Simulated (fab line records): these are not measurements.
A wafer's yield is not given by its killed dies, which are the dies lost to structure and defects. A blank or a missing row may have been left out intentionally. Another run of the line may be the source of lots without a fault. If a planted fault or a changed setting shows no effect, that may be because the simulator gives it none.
fab line records | flow berkeleyCmos170
record lots=5 | wafers=23
route steps=331 shown START@3 PWELL@36 NVT@105 PVT@122 GATE@136 NLDD@161
startH: the number of hours between the record's first day and the start of the first shown wafer of the lot | waitH: hours elapsed since this lot's preceding step | " the same as in the row above | L1.1+2: a single row standing in for several wafers | - either no value or no given start | * or withheld: withheld | < > ~ a bound
route shown NAME@n: names a module that has steps shown in the file, with the first one's number in the route | usual: average and standard deviation across the fault-free wafers | same: alike in all rows | chamber/n: place in a boat | sites: each site's reading | _std_site: the values' standard deviation | _edge_site: outer sites' mean less inner sites' | radiusMm: for every site, how far away it sits from the centre of the wafer | mask NAME#n: copy n | behind: the most recent tool/chamber to have shaped the wafer | hold: cause of the lot's hold/its duration in hours/its outcome | device: the transistor (n, p or np) that didn't switch | end of line: the tests these same wafers got at the end of their route | where a step has no rows: the recipe by itself | killed: at the first sort, the dies lost to defects and structure; wafer yield is something else | map: shows each die of a wafer: x if killed, . if not, _ if none is there
set.NAME: the run value of the setting; set.NAME@STEP: its run value at that earlier step | model.NAME: the simulator's own value behind a step, which no gauge read
lots with deliberately changed settings; one table per step, one row per wafer
## steps
# step UCB170_START_OXIDATION_02
# recipe tempC=950 | ambient=O2 | targetThkA=200 | oxTimeS=1800
lot.wafer | tool       | chamber | startH | waitH | set.tempC | model.SiO2_of_START_OXIDATION_02.thkNm
L077.2    | -          | -       | -      | 1.7   | 934.8     | 16.52
L077.3    | "          | -       | "      | "     | 934.8     | 16.7
L077.4    | "          | -       | "      | "     | 934.8     | 16.4
L077.5    | "          | -       | "      | "     | 934.8     | 16.51
L077.6    | "          | -       | "      | "     | 934.8     | 16.66
L078.1    | -          | -       | -      | 5.8   | 975.8     | 25.62
L078.2    | "          | -       | "      | "     | 975.8     | 25.54
L078.3    | "          | -       | "      | "     | 975.8     | 25.82
L078.4    | "          | -       | "      | "     | 975.8     | 25.42
L078.5    | "          | -       | "      | "     | 975.8     | 25.25
L082.2    | furnace-01 | 0       | 55.29  | 4.9   | 950       | 20.28
L082.4    | "          | 0       | "      | "     | 950       | 20.3
L082.5    | "          | 0       | "      | "     | 950       | 20.12
L083.1    | -          | -       | -      | 0.1   | 969       | 24.41
L083.2    | "          | -       | "      | "     | 969       | 24.28
L083.3    | "          | -       | "      | "     | 969       | 24.38
L083.5    | "          | -       | "      | "     | 969       | 24.31
L083.6    | "          | -       | "      | "     | 969       | 24.46
L084.1    | -          | -       | -      | 4.2   | 950       | 20.07
L084.2    | "          | -       | "      | "     | 950       | 20.05
L084.4    | "          | -       | "      | "     | 950       | 19.95
L084.5    | "          | -       | "      | "     | 950       | 19.83
L084.6    | "          | -       | "      | "     | 950       | 19.78
# step UCB170_START_THK_MEAS_03
# recipe reads=SiO2_of_START_OXIDATION_02
# usual START_OXIDE_THK=20.1/0.4
lot.wafer | tool         | chamber | startH | waitH | set.tempC@START_OXIDATION_02 | START_OXIDE_THK[nm]
L077.2    | filmMetro-02 | -       | -      | -     | 934.8                        | 16.5
L077.3    | "            | -       | "      | "     | 934.8                        | 16.7
L077.4    | "            | -       | "      | "     | 934.8                        | 16.3
L077.5    | "            | -       | "      | "     | 934.8                        | 16.5
L077.6    | "            | -       | "      | "     | 934.8                        | 16.6
L078.1    | filmMetro-02 | -       | -      | -     | 975.8                        | 25.6
L078.2    | "            | -       | "      | "     | 975.8                        | 25.5
L078.3    | "            | -       | "      | "     | 975.8                        | 25.9
L078.4    | "            | -       | "      | "     | 975.8                        | 25.4
L078.5    | "            | -       | "      | "     | 975.8                        | 25.3
L083.1    | filmMetro-02 | -       | -      | -     | 969                          | 24.4
L083.2    | "            | -       | "      | "     | 969                          | 24.3
L083.3    | "            | -       | "      | "     | 969                          | 24.3
L083.5    | "            | -       | "      | "     | 969                          | 24.4
L083.6    | "            | -       | "      | "     | 969                          | 24.5
L082.2    | filmMetro-03 | -       | 56.80  | 0.0   | 950                          | 20.3
L082.4    | "            | -       | "      | "     | 950                          | 20.3
L082.5    | "            | -       | "      | "     | 950                          | 20.1
L084.1    | filmMetro-04 | -       | -      | -     | 950                          | 20.1
L084.2    | "            | -       | "      | "     | 950                          | 20.0
L084.4    | "            | -       | "      | "     | 950                          | 20.0
L084.5    | "            | -       | "      | "     | 950                          | 19.8
L084.6    | "            | -       | "      | "     | 950                          | 19.8
# step UCB170_PWELL_OXIDATION_02
# recipe tempC=1000 | ambient=O2 | targetThkA=264 | oxTimeS=1260
lot.wafer | tool       | chamber | startH | waitH | set.tempC | model.SiO2_of_PWELL_OXIDATION_02.thkNm
L077.2    | -          | -       | -      | 3.3   | 989.7     | 22.86
L077.3    | "          | -       | "      | "     | 989.7     | 23.14
L077.4    | "          | -       | "      | "     | 989.7     | 23.08
L077.5    | "          | -       | "      | "     | 989.7     | 23.12
L077.6    | "          | -       | "      | "     | 989.7     | 23.27
L078.1    | -          | -       | -      | 4.4   | 1021      | 31.4
L078.2    | "          | -       | "      | "     | 1021      | 31.71
L078.3    | "          | -       | "      | "     | 1021      | 31.39
L078.4    | "          | -       | "      | "     | 1021      | 31.44
L078.5    | "          | -       | "      | "     | 1021      | 32.04
L082.2    | furnace-02 | 0       | 90.91  | 4.5   | 1000      | 25.96
L082.4    | "          | 0       | "      | "     | 1000      | 25.84
L082.5    | "          | 0       | "      | "     | 1000      | 26.02
L083.1    | -          | -       | -      | 4.3   | 987.1     | 22.76
L083.2    | "          | -       | "      | "     | 987.1     | 22.44
L083.3    | "          | -       | "      | "     | 987.1     | 22.29
L083.5    | "          | -       | "      | "     | 987.1     | 22.92
L083.6    | "          | -       | "      | "     | 987.1     | 22.79
L084.1    | -          | -       | -      | 4.2   | 1000      | 26.07
L084.2    | "          | -       | "      | "     | 1000      | 25.94
L084.4    | "          | -       | "      | "     | 1000      | 25.64
L084.5    | "          | -       | "      | "     | 1000      | 25.66
L084.6    | "          | -       | "      | "     | 1000      | 25.65
# step UCB170_PWELL_THK_MEAS_03
# recipe reads=SiO2_of_PWELL_OXIDATION_02
# usual PWELL_OXIDE_THK=26.0/0.44
lot.wafer | tool         | chamber | startH | waitH | set.tempC@PWELL_OXIDATION_02 | PWELL_OXIDE_THK[nm]
L077.2    | filmMetro-01 | -       | -      | -     | 989.7                        | 22.9
L077.3    | "            | -       | "      | "     | 989.7                        | 23.2
L077.4    | "            | -       | "      | "     | 989.7                        | 23.0
L077.5    | "            | -       | "      | "     | 989.7                        | 23.1
L077.6    | "            | -       | "      | "     | 989.7                        | 23.3
L078.1    | filmMetro-04 | -       | -      | -     | 1021                         | 31.4
L078.2    | "            | -       | "      | "     | 1021                         | 31.7
L078.3    | "            | -       | "      | "     | 1021                         | 31.4
L078.4    | "            | -       | "      | "     | 1021                         | 31.4
L078.5    | "            | -       | "      | "     | 1021                         | 32.1
L083.1    | filmMetro-04 | -       | -      | -     | 987.1                        | 22.8
L083.2    | "            | -       | "      | "     | 987.1                        | 22.5
L083.3    | "            | -       | "      | "     | 987.1                        | 22.2
L083.5    | "            | -       | "      | "     | 987.1                        | 22.9
L083.6    | "            | -       | "      | "     | 987.1                        | 22.8
L082.2    | filmMetro-03 | -       | 92.27  | 0.0   | 1000                         | 26.0
L082.4    | "            | -       | "      | "     | 1000                         | 25.8
L082.5    | "            | -       | "      | "     | 1000                         | 26.0
L084.1    | filmMetro-01 | -       | -      | -     | 1000                         | 26.1
L084.2    | "            | -       | "      | "     | 1000                         | 25.9
L084.4    | "            | -       | "      | "     | 1000                         | 25.7
L084.5    | "            | -       | "      | "     | 1000                         | 25.7
L084.6    | "            | -       | "      | "     | 1000                         | 25.6
# step UCB170_PWELL_CVD_05
# recipe material=Si3N4 | targetThkNm=220 | tempC=800 | precursor=SiH2Cl2/NH3 | timeS=3300 | pressureMtorr=200 | sih2cl2FlowSccm=25 | nh3FlowSccm=75
lot.wafer | tool     | chamber | startH | waitH | set.timeS | model.Si3N4_of_PWELL_CVD_05.thkNm
L077.2+3  | -        | -       | -      | 0.0   | 3432      | 227.8
L077.4    | "        | -       | "      | "     | 3432      | 228.6
L077.5    | "        | -       | "      | "     | 3432      | 228.4
L077.6    | "        | -       | "      | "     | 3432      | 227.2
L078.1    | -        | -       | -      | 0.0   | 3529      | 236.8
L078.2    | "        | -       | "      | "     | 3529      | 237.9
L078.3    | "        | -       | "      | "     | 3529      | 235.5
L078.4    | "        | -       | "      | "     | 3529      | 237
L078.5    | "        | -       | "      | "     | 3529      | 234.1
L082.2    | lpcvd-02 | 0       | 97.36  | 0.0   | 3300      | 222.9
L082.4    | "        | 0       | "      | "     | 3300      | 220.5
L082.5    | "        | 0       | "      | "     | 3300      | 224.1
L083.1    | -        | -       | -      | 0.0   | 3749      | 245.9
L083.2    | "        | -       | "      | "     | 3749      | 245.6
L083.3    | "        | -       | "      | "     | 3749      | 246.7
L083.5    | "        | -       | "      | "     | 3749      | 245.5
L083.6    | "        | -       | "      | "     | 3749      | 246.5
L084.1    | -        | -       | -      | 0.0   | 3535      | 235.3
L084.2+5  | "        | -       | "      | "     | 3535      | 237
L084.4    | "        | -       | "      | "     | 3535      | 235.8
L084.6    | "        | -       | "      | "     | 3535      | 234.8
# step UCB170_PWELL_THK_MEAS_06
# recipe reads=Si3N4_of_PWELL_CVD_05
# usual PWELL_NITRIDE_THK=220.3/2.2
lot.wafer | tool         | chamber | startH | waitH | set.timeS@PWELL_CVD_05 | PWELL_NITRIDE_THK[nm]
L077.2    | filmMetro-03 | -       | -      | -     | 3432                   | 227.8
L077.3    | "            | -       | "      | "     | 3432                   | 227.9
L077.4    | "            | -       | "      | "     | 3432                   | 228.5
L077.5    | "            | -       | "      | "     | 3432                   | 228.5
L077.6    | "            | -       | "      | "     | 3432                   | 227.1
L078.1    | filmMetro-04 | -       | -      | -     | 3529                   | 236.9
L078.2    | "            | -       | "      | "     | 3529                   | 237.7
L078.3    | "            | -       | "      | "     | 3529                   | 235.6
L078.4    | "            | -       | "      | "     | 3529                   | 237.2
L078.5    | "            | -       | "      | "     | 3529                   | 233.8
L083.1    | filmMetro-04 | -       | -      | -     | 3749                   | 245.8
L083.2    | "            | -       | "      | "     | 3749                   | 245.6
L083.3    | "            | -       | "      | "     | 3749                   | 246.5
L083.5    | "            | -       | "      | "     | 3749                   | 245.6
L083.6    | "            | -       | "      | "     | 3749                   | 246.3
L082.2    | filmMetro-01 | -       | 99.29  | 0.0   | 3300                   | 222.8
L082.4    | "            | -       | "      | "     | 3300                   | 220.3
L082.5    | "            | -       | "      | "     | 3300                   | 224.2
L084.1    | filmMetro-04 | -       | -      | -     | 3535                   | 235.3
L084.2    | "            | -       | "      | "     | 3535                   | 237.0
L084.4    | "            | -       | "      | "     | 3535                   | 235.8
L084.5    | "            | -       | "      | "     | 3535                   | 237.0
L084.6    | "            | -       | "      | "     | 3535                   | 234.8
# step UCB170_PWELL_HMDS_07
# recipe primeTimeS=60 | primeTempC=100
# step UCB170_PWELL_COAT_08
# recipe resist=KrF | spinRpm=1500 | resistThkNm=900
# step UCB170_PWELL_DEVELOP_12
# recipe developer=TMAH | developTimeS=45 | resist=KrF | devTempC=21
# step UCB170_PWELL_ETCH_14
# recipe chemistry=CH3F/Ar/O2 | target=Si3N4 | stopOn=SiO2 | CH3F_flow_sccm=20 | Ar_flow_sccm=50 | O2_flow_sccm=7 | pressureMtorr=50 | rfW=450 | targetDepthA=2420 | overEtchFrac=0.1 | timeS=151
lot.wafer      | tool       | chamber   | startH | waitH | set.timeS@PWELL_CVD_05 | model.etch.depthNm
L077.2         | rieDiel-04 | 2         | 70.40  | 0.0   | 3432                   | 227.8
L077.3+4+5+6   | "          | 1,3,3,0   | "      | "     | 3432                   | -
L078.1+2+4+5   | rieDiel-04 | 1,3,2,2   | 76.51  | 0.0   | 3529                   | -
L078.3         | "          | 0         | "      | "     | 3529                   | 235.5
L083.1+2+3+5+6 | rieDiel-03 | 2,3,0,2,1 | 101.28 | 0.0   | 3749                   | -
L082.2         | rieDiel-02 | 3         | 101.49 | 0.0   | 3300                   | 222.9
L082.4         | "          | 3         | "      | "     | 3300                   | 220.5
L082.5         | "          | 2         | "      | "     | 3300                   | 224.1
L084.1         | rieDiel-03 | 2         | 105.46 | 0.0   | 3535                   | 235.3
L084.2         | "          | 0         | "      | "     | 3535                   | 236.1
L084.4         | "          | 1         | "      | "     | 3535                   | 235.8
L084.5         | "          | 0         | "      | "     | 3535                   | 237
L084.6         | "          | 1         | "      | "     | 3535                   | 234.8
# step UCB170_NVT_COAT_01
# recipe resist=KrF | spinRpm=1500 | resistThkNm=900
lot.wafer | tool          | chamber | startH | waitH | set.spinRpm | model.KrF_of_NVT_COAT_01.thkNm
L077.2    | lithoTrack-03 | 0       | 145.40 | 0.1   | 1389        | 936.8
L077.3    | "             | 0       | "      | "     | 1389        | 942.2
L077.4    | "             | 0       | "      | "     | 1500        | 903.2
L077.5    | "             | 0       | "      | "     | 1389        | 937.3
L077.6    | "             | 0       | "      | "     | 1500        | 901.2
L078.1    | lithoTrack-03 | 0       | 154.58 | 0.1   | 1500        | 901.4
L078.2    | "             | 0       | "      | "     | 1500        | 898.8
L078.3    | "             | 0       | "      | "     | 1500        | 897.4
L078.4    | "             | 0       | "      | "     | 1500        | 898.3
L078.5    | "             | 0       | "      | "     | 1500        | 898.9
L082.2    | lithoTrack-02 | 0       | 184.68 | 0.1   | 1500        | 895.9
L082.4    | "             | 0       | "      | "     | 1500        | 897.2
L082.5    | "             | 0       | "      | "     | 1500        | 895.8
L084.1    | lithoTrack-01 | 0       | 184.73 | 0.1   | 1500        | 902.4
L084.2    | "             | 0       | "      | "     | 1596        | 873.2
L084.4    | "             | 0       | "      | "     | 1596        | 876.9
L084.5    | "             | 0       | "      | "     | 1500        | 902.3
L084.6    | "             | 0       | "      | "     | 1500        | 904.3
L083.1    | lithoTrack-03 | 0       | 184.73 | 0.1   | 1500        | 900.4
L083.2    | "             | 0       | "      | "     | 1405        | 928.7
L083.3    | "             | 0       | "      | "     | 1500        | 899
L083.5    | "             | 0       | "      | "     | 1500        | 898.4
L083.6    | "             | 0       | "      | "     | 1405        | 930.9
# step UCB170_NVT_SOFTBAKE_02
# recipe resist=KrF | tempC=130 | timeS=60
# step UCB170_NVT_EXPOSE_03
# recipe maskId=PWELL | targetCdNm=3000 | na=0.5 | sigmaOuter=0.6 | sourceShape=conventional | doseMj=30
# step UCB170_NVT_IMPLANT_07
# recipe species=BF2 | doseCm2=3e+12 | energyKev=50.34 | tiltDeg=7
# step UCB170_NVT_STRIP_08
# recipe chemistry=O2 | powerW=400 | pressureMtorr=3500 | platenTempC=withheld | o2FlowSccm=400 | overashFraction=0.5
# usual stripTimeToEndpointS=21.63/0.062
lot.wafer | tool           | chamber | startH | waitH | set.spinRpm@NVT_COAT_01 | stripTimeToEndpointS
L077.2    | plasmaAsher-03 | 0       | 146.58 | 0.1   | 1389                    | 22.51
L077.3    | "              | 0       | "      | "     | 1389                    | 22.62
L077.4    | "              | 1       | "      | "     | 1500                    | 21.71
L077.5    | "              | 0       | "      | "     | 1389                    | 22.52
L077.6    | "              | 1       | "      | "     | 1500                    | 21.66
L078.1    | plasmaAsher-03 | 1       | 155.45 | 0.1   | 1500                    | 21.68
L078.2    | "              | 0       | "      | "     | 1500                    | 21.60
L078.3    | "              | 1       | "      | "     | 1500                    | 21.55
L078.4    | "              | 0       | "      | "     | 1500                    | 21.57
L078.5    | "              | 0       | "      | "     | 1500                    | 21.60
L082.2    | plasmaAsher-02 | 1       | 185.69 | 0.1   | 1500                    | 21.53
L082.4    | "              | 1       | "      | "     | 1500                    | 21.56
L082.5    | "              | 0       | "      | "     | 1500                    | 21.55
L084.1    | plasmaAsher-01 | 1       | 185.94 | 0.1   | 1500                    | 21.71
L084.2    | "              | 0       | "      | "     | 1596                    | 21.00
L084.4    | "              | 1       | "      | "     | 1596                    | 21.09
L084.5    | "              | 0       | "      | "     | 1500                    | 21.68
L084.6    | "              | 1       | "      | "     | 1500                    | 21.72
L083.1    | plasmaAsher-02 | 1       | 185.94 | 0.1   | 1500                    | 21.63
L083.2    | "              | 0       | "      | "     | 1405                    | 22.31
L083.3    | "              | 1       | "      | "     | 1500                    | 21.59
L083.5    | "              | 0       | "      | "     | 1500                    | 21.60
L083.6    | "              | 1       | "      | "     | 1405                    | 22.38
# step UCB170_PVT_IMPLANT_07
# recipe species=P | doseCm2=2e+12 | energyKev=30 | tiltDeg=7
lot.wafer      | tool         | chamber | startH | waitH | set.doseCm2
L077.2+3+4+5+6 | implanter-02 | 0       | 148.14 | 0.0   | 2e+12
L078.1+3+5     | implanter-04 | 0       | 156.99 | 0.0   | 2e+12
L078.2+4       | "            | 0       | "      | "     | 2.128e+12
L083.1+2       | implanter-03 | 0       | 189.26 | 0.0   | 1.95e+12
L083.3+5+6     | "            | 0       | "      | "     | 2e+12
L082.2+4+5     | implanter-02 | 0       | 189.28 | 0.0   | 2e+12
L084.1+4+6     | implanter-04 | 0       | 189.53 | 0.0   | 1.936e+12
L084.2+5       | "            | 0       | "      | "     | 2e+12
# step UCB170_PVT_STRIP_08
# recipe chemistry=O2 | powerW=400 | pressureMtorr=3500 | platenTempC=withheld | o2FlowSccm=400 | overashFraction=0.5
# step UCB170_PVT_TW_MEAS_09
# usual PVT_TW=509/4.7
lot.wafer | tool         | chamber | startH | waitH | set.doseCm2@PVT_IMPLANT_07 | PVT_TW
L077.2    | filmMetro-01 | -       | 148.38 | 0.1   | 2e+12                      | 509
L077.3    | "            | -       | "      | "     | 2e+12                      | 509
L077.4    | "            | -       | "      | "     | 2e+12                      | 512
L077.5    | "            | -       | "      | "     | 2e+12                      | 511
L077.6    | "            | -       | "      | "     | 2e+12                      | 511
L078.1    | filmMetro-01 | -       | 157.24 | 0.1   | 2e+12                      | 507
L078.2    | "            | -       | "      | "     | 2.128e+12                  | 521
L078.3    | "            | -       | "      | "     | 2e+12                      | 509
L078.4    | "            | -       | "      | "     | 2.128e+12                  | 521
L078.5    | "            | -       | "      | "     | 2e+12                      | 511
L083.1    | filmMetro-01 | -       | 189.51 | 0.1   | 1.95e+12                   | 509
L083.2    | "            | -       | "      | "     | 1.95e+12                   | 508
L083.3    | "            | -       | "      | "     | 2e+12                      | 511
L083.5    | "            | -       | "      | "     | 2e+12                      | 513
L083.6    | "            | -       | "      | "     | 2e+12                      | 514
L082.2    | filmMetro-04 | -       | 189.52 | 0.1   | 2e+12                      | 509
L082.4    | "            | -       | "      | "     | 2e+12                      | 508
L082.5    | "            | -       | "      | "     | 2e+12                      | 508
L084.1    | filmMetro-04 | -       | 189.78 | 0.1   | 1.936e+12                  | 504
L084.2    | "            | -       | "      | "     | 2e+12                      | 512
L084.4    | "            | -       | "      | "     | 1.936e+12                  | 505
L084.5    | "            | -       | "      | "     | 2e+12                      | 511
L084.6    | "            | -       | "      | "     | 1.936e+12                  | 505
# step UCB170_GATE_PEB_10
# recipe pebTempC=130 | pebTimeS=withheld | resist=KrF
lot.wafer  | tool          | chamber | startH | waitH | set.pebTempC
L077.2+3   | lithoTrack-03 | 0       | 163.42 | 0.1   | 130
L077.4+5+6 | "             | 0       | "      | "     | 127.4
L078.1+2+3 | lithoTrack-04 | 0       | 174.75 | 0.1   | 130
L078.4+5   | "             | 0       | "      | "     | 127.8
L082.2+4+5 | lithoTrack-01 | 0       | 206.73 | 0.4   | 130
L083.1+6   | lithoTrack-01 | 0       | 206.98 | 0.5   | 130
L083.2+3+5 | "             | 0       | "      | "     | 131.2
L084.1+2+5 | lithoTrack-04 | 0       | 207.15 | 0.3   | 128.7
L084.4+6   | "             | 0       | "      | "     | 130
# step UCB170_GATE_DEVELOP_11
# recipe developer=TMAH | developTimeS=45 | resist=KrF | devTempC=21
# step UCB170_GATE_CD_MEAS_12
# recipe targetCdNm=350
# usual cdNm=350.0/1.7
lot.wafer | tool     | chamber | startH | waitH | set.pebTempC@GATE_PEB_10 | cdNm
L077.2    | cdSem-02 | -       | 163.69 | -     | 130                      | 350.1
L077.3    | "        | -       | "      | "     | 130                      | 351.2
L077.4    | "        | -       | "      | "     | 127.4                    | 370.2
L077.5    | "        | -       | "      | "     | 127.4                    | 368.5
L077.6    | "        | -       | "      | "     | 127.4                    | 369.9
L078.1    | cdSem-01 | -       | 175.03 | -     | 130                      | 348.6
L078.2    | "        | -       | "      | "     | 130                      | 348.4
L078.3    | "        | -       | "      | "     | 130                      | 349.5
L078.4    | "        | -       | "      | "     | 127.8                    | 364.2
L078.5    | "        | -       | "      | "     | 127.8                    | 365.2
L082.2    | cdSem-01 | -       | 207.00 | -     | 130                      | 350.4
L082.4    | "        | -       | "      | "     | 130                      | 351.3
L082.5    | "        | -       | "      | "     | 130                      | 350.9
L083.1    | cdSem-02 | -       | 207.25 | -     | 130                      | 348.4
L083.2    | "        | -       | "      | "     | 131.2                    | 342.1
L083.3    | "        | -       | "      | "     | 131.2                    | 343.0
L083.5    | "        | -       | "      | "     | 131.2                    | 342.4
L083.6    | "        | -       | "      | "     | 130                      | 349.0
L084.1    | cdSem-02 | -       | 207.43 | -     | 128.7                    | 358.6
L084.2    | "        | -       | "      | "     | 128.7                    | 358.4
L084.4    | "        | -       | "      | "     | 130                      | 350.4
L084.5    | "        | -       | "      | "     | 128.7                    | 360.6
L084.6    | "        | -       | "      | "     | 130                      | 349.9
# step UCB170_GATE_ETCH_15
# recipe chemistry=HBr/Cl2 | target=poly-Si | stopOn=SiO2 | overEtchFrac=0.3 | icpW=300 | biasW=150 | timeS=56.3 | pressureMtorr=15 | HBr_flow_sccm=150 | Cl2_flow_sccm=50 | targetDepthA=2782
lot.wafer | tool     | chamber | startH | waitH | set.icpW | set.pebTempC@GATE_PEB_10 | model.GATE.cdNm
L077.2    | rieSi-02 | 3       | 163.87 | -     | 270      | 130                      | 351.4
L077.3    | "        | 0       | "      | "     | 300      | 130                      | 350.2
L077.4    | "        | 1       | "      | "     | 270      | 127.4                    | 370.4
L077.5    | "        | 2       | "      | "     | 300      | 127.4                    | 367.7
L077.6    | "        | 1       | "      | "     | 270      | 127.4                    | 370.3
L078.1    | rieSi-01 | 2       | 175.23 | -     | 300      | 130                      | 348.6
L078.2    | "        | 3       | "      | "     | 300      | 130                      | 348.1
L078.3    | "        | 0       | "      | "     | 300      | 130                      | 348.9
L078.4    | "        | 1       | "      | "     | 300      | 127.8                    | 363.7
L078.5    | "        | 2       | "      | "     | 300      | 127.8                    | 364.7
L082.2    | rieSi-01 | 1       | 207.18 | -     | 300      | 130                      | 351.1
L082.4    | "        | 3       | "      | "     | 300      | 130                      | 350.6
L082.5    | "        | 3       | "      | "     | 300      | 130                      | 351.5
L083.1    | rieSi-02 | 0       | 207.45 | -     | 300      | 130                      | 349.4
L083.2    | "        | 3       | "      | "     | 269.8    | 131.2                    | 342.5
L083.3    | "        | 2       | "      | "     | 300      | 131.2                    | 343.3
L083.5    | "        | 1       | "      | "     | 269.8    | 131.2                    | 342.4
L083.6    | "        | 0       | "      | "     | 300      | 130                      | 350
L084.1    | rieSi-01 | 0       | 207.63 | -     | 300      | 128.7                    | 358.1
L084.2    | "        | 3       | "      | "     | 300      | 128.7                    | 358.7
L084.4    | "        | 1       | "      | "     | 300      | 130                      | 349.5
L084.5    | "        | 2       | "      | "     | 300      | 128.7                    | 359.4
L084.6    | "        | 3       | "      | "     | 300      | 130                      | 349.4
# step UCB170_GATE_STRIP_16
# recipe chemistry=O2 | powerW=400 | pressureMtorr=3500 | platenTempC=withheld | o2FlowSccm=400 | overashFraction=0.5
# step UCB170_GATE_CD_MEAS_90
# recipe targetCdNm=350
# usual cdNm=350.1/1.6
lot.wafer | tool     | chamber | startH | waitH | set.pebTempC@GATE_PEB_10 | cdNm
L077.2    | cdSem-01 | -       | 164.04 | 0.1   | 130                      | 351.2
L077.3    | "        | -       | "      | "     | 130                      | 350.0
L077.4    | "        | -       | "      | "     | 127.4                    | 370.9
L077.5    | "        | -       | "      | "     | 127.4                    | 368.2
L077.6    | "        | -       | "      | "     | 127.4                    | 370.1
L078.1    | cdSem-01 | -       | 175.37 | 0.1   | 130                      | 348.8
L078.2    | "        | -       | "      | "     | 130                      | 348.0
L078.3    | "        | -       | "      | "     | 130                      | 349.1
L078.4    | "        | -       | "      | "     | 127.8                    | 363.9
L078.5    | "        | -       | "      | "     | 127.8                    | 364.8
L082.2    | cdSem-01 | -       | 207.34 | 0.1   | 130                      | 350.9
L082.4    | "        | -       | "      | "     | 130                      | 350.6
L082.5    | "        | -       | "      | "     | 130                      | 351.4
L083.1    | cdSem-02 | -       | 207.60 | 0.1   | 130                      | 349.3
L083.2    | "        | -       | "      | "     | 131.2                    | 342.5
L083.3    | "        | -       | "      | "     | 131.2                    | 343.5
L083.5    | "        | -       | "      | "     | 131.2                    | 342.4
L083.6    | "        | -       | "      | "     | 130                      | 349.9
L084.1    | cdSem-02 | -       | 207.77 | 0.1   | 128.7                    | 358.1
L084.2    | "        | -       | "      | "     | 128.7                    | 358.7
L084.4    | "        | -       | "      | "     | 130                      | 349.4
L084.5    | "        | -       | "      | "     | 128.7                    | 359.4
L084.6    | "        | -       | "      | "     | 130                      | 349.5
# step UCB170_NLDD_EXPOSE_03
# recipe maskId=NSELECT | na=0.5 | sigmaOuter=0.6 | sourceShape=conventional | targetCdNm=1200 | doseMj=30
lot.wafer      | tool          | chamber | startH | waitH | mask      | set.doseMj
L077.2+5+6     | krfScanner-02 | 0       | 167.24 | 0.2   | NSELECT#0 | 31.92
L077.3+4       | "             | 0       | "      | "     | NSELECT#0 | 30
L078.1+2+3+4+5 | krfScanner-01 | 0       | 178.61 | 0.2   | NSELECT#0 | 30
L082.2+4+5     | krfScanner-02 | 0       | 210.04 | 0.1   | NSELECT#0 | 30
L083.1+3       | krfScanner-02 | 0       | 210.47 | 0.1   | NSELECT#0 | 30
L083.2+5+6     | "             | 0       | "      | "     | NSELECT#0 | 28.44
L084.1+2+4+5+6 | krfScanner-01 | 0       | 210.81 | 0.2   | NSELECT#0 | 30
# step UCB170_NLDD_PEB_04
# recipe pebTempC=130 | pebTimeS=withheld | resist=KrF
# step UCB170_NLDD_DEVELOP_05
# recipe developer=TMAH | developTimeS=45 | resist=KrF | devTempC=21
# step UCB170_NLDD_CD_MEAS_06
# recipe targetCdNm=1200
# usual cdNm=1200.1/1.2
lot.wafer | tool     | chamber | startH | waitH | set.doseMj@NLDD_EXPOSE_03 | cdNm
L077.2    | cdSem-02 | -       | 168.11 | -     | 31.92                     | 1210.8
L077.3    | "        | -       | "      | "     | 30                        | 1202.0
L077.4    | "        | -       | "      | "     | 30                        | 1198.9
L077.5    | "        | -       | "      | "     | 31.92                     | 1211.0
L077.6    | "        | -       | "      | "     | 31.92                     | 1212.2
L078.1    | cdSem-01 | -       | 179.21 | -     | 30                        | 1200.3
L078.2    | "        | -       | "      | "     | 30                        | 1200.7
L078.3    | "        | -       | "      | "     | 30                        | 1200.9
L078.4    | "        | -       | "      | "     | 30                        | 1200.4
L078.5    | "        | -       | "      | "     | 30                        | 1201.2
L082.2    | cdSem-01 | -       | 210.76 | -     | 30                        | 1199.8
L082.4    | "        | -       | "      | "     | 30                        | 1199.6
L082.5    | "        | -       | "      | "     | 30                        | 1199.7
L083.1    | cdSem-01 | -       | 210.96 | -     | 30                        | 1199.7
L083.2    | "        | -       | "      | "     | 28.44                     | 1192.1
L083.3    | "        | -       | "      | "     | 30                        | 1200.0
L083.5    | "        | -       | "      | "     | 28.44                     | 1190.3
L083.6    | "        | -       | "      | "     | 28.44                     | 1190.3
L084.1    | cdSem-01 | -       | 211.24 | -     | 30                        | 1200.2
L084.2    | "        | -       | "      | "     | 30                        | 1200.3
L084.4    | "        | -       | "      | "     | 30                        | 1199.9
L084.5    | "        | -       | "      | "     | 30                        | 1200.3
L084.6    | "        | -       | "      | "     | 30                        | 1198.9
## key
split step=UCB170_START_OXIDATION_02 | setting=tempC | stated=950 | by=lot
response step=UCB170_START_OXIDATION_02 | reading=model.SiO2_of_START_OXIDATION_02.thkNm | change=+2.1 | per=1% | r=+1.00
response step=UCB170_START_THK_MEAS_03 | reading=START_OXIDE_THK | change=+2.11 | per=1% | r=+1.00
split step=UCB170_PWELL_OXIDATION_02 | setting=tempC | stated=1000 | by=lot
response step=UCB170_PWELL_OXIDATION_02 | reading=model.SiO2_of_PWELL_OXIDATION_02.thkNm | change=+2.67 | per=1% | r=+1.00
response step=UCB170_PWELL_THK_MEAS_03 | reading=PWELL_OXIDE_THK | change=+2.68 | per=1% | r=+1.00
split step=UCB170_PWELL_CVD_05 | setting=timeS | stated=3300 | by=lot
response step=UCB170_PWELL_CVD_05 | reading=model.Si3N4_of_PWELL_CVD_05.thkNm | change=+1.79 | per=1% | r=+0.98
response step=UCB170_PWELL_THK_MEAS_06 | reading=PWELL_NITRIDE_THK | change=+1.78 | per=1% | r=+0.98
response step=UCB170_PWELL_ETCH_14 | reading=model.etch.depthNm | change=+1.88 | per=1% | r=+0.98
split step=UCB170_NVT_COAT_01 | setting=spinRpm | stated=1500 | by=wafer
response step=UCB170_NVT_COAT_01 | reading=model.KrF_of_NVT_COAT_01.thkNm | change=-4.73 | per=1% | r=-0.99
response step=UCB170_NVT_STRIP_08 | reading=stripTimeToEndpointS | change=* | per=1% | r=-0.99
split step=UCB170_PVT_IMPLANT_07 | setting=doseCm2 | stated=2e+12 | by=wafer
response step=UCB170_PVT_TW_MEAS_09 | reading=PVT_TW | change=+1.91 | per=1% | r=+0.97
split step=UCB170_GATE_PEB_10 | setting=pebTempC | stated=130 | by=wafer
response step=UCB170_GATE_CD_MEAS_12 | reading=cdNm | change=-9.09 | per=1% | r=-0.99
response step=UCB170_GATE_ETCH_15 | reading=model.GATE.cdNm | change=-9.12 | per=1% | r=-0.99
response step=UCB170_GATE_CD_MEAS_90 | reading=cdNm | change=-9.23 | per=1% | r=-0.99
split step=UCB170_GATE_ETCH_15 | setting=icpW | stated=300 | by=wafer
response none clear
split step=UCB170_NLDD_EXPOSE_03 | setting=doseMj | stated=30 | by=wafer
response step=UCB170_NLDD_CD_MEAS_06 | reading=cdNm | change=+1.71 | per=1% | r=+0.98
